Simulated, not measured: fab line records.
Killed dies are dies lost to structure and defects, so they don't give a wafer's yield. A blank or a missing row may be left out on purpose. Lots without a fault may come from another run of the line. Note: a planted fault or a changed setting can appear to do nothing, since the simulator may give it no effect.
8D (eight disciplines) problem report, filled in by code / flow berkeley_cmos170 / the parts of the form that need people (team, actions taken, sign-off) are left out

1. PROBLEM STATEMENT
dose_ions_cm2 at UCB170_PVT_IMPLANT_07 reads a mean of 1.9562e+12 on 6 wafers of 2 lots; wafers without a fault read 1.9998e+12 with a standard deviation of 2.6e+09. Measured from the usual mean, that is -17 standard deviations.
The first sign was on wafer L424.1 at day 8 04:58, on implanter-01. The record has a number at this step for 42 wafers belonging to 14 lots. Rule for "out", or "out of limits": more than 4 standard deviations from the usual mean. The rest of the wafers with a number are treated as sound.

2. WHAT IT IS; WHAT IT IS NOT
question=which readings at this step | is=dose_ions_cm2 | is not=end_station_pressure_torr
question=which lots | is=L424, L426 | is not=L418, L421, L422, L423, L430, L431, L433, L434, L437, L438, L439, L441
question=which wafers of those lots | is=all that have a number | is not=-
question=read on which tools | is=implanter-01 | is not=implanter-02, implanter-03
question=when | is=from day 8 04:58 | is not=up to then (12 sound wafers); but 24 sound wafers of L430, L431, L433, L434, L437, L438, L439, L441 came after

3. WHAT RULES OUT EACH SUSPECT
Counting: a tool at any process step up to the reading remains a suspect when it ran all the lots that are out and ran no sound lot after the first of those.
- implanter-01 at UCB170_PVT_IMPLANT_07: ruled out as a lasting fault. Sound lots L439, L441 ran on it after its first lot that is out, L424 (day 8 04:58).
Left after counting: nothing in the record.

4. THE CAUSE (what the simulator had put in)
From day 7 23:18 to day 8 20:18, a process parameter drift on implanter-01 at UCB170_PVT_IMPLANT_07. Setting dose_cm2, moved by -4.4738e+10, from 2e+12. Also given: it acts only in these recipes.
Counting ruled it out, wrongly.

5. SEQUENCE OF EFFECTS, ordered by route
Rows list readings where the struck wafers' mean (over those with a number) sits beyond 3 standard deviations from the usual. Scope: only readings with a usual standard deviation given in the record; hours: median across lots of the time from each lot's start at the first step in this table that gives one to its start at this step; sigmas: change in usual standard deviations.
hours=0; step=UCB170_PVT_IMPLANT_07; reading=dose_ions_cm2; usual=1.9998e+12; on struck wafers=1.9562e+12; change=-4.3617e+10; sigmas=-17
Its process steps:
- UCB170_PVT_IMPLANT_07

6. WHAT WOULD HAVE CAUGHT IT SOONER
First out-of-limits reading in this record: day 8 04:58, which is 6 hours after fault onset at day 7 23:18.
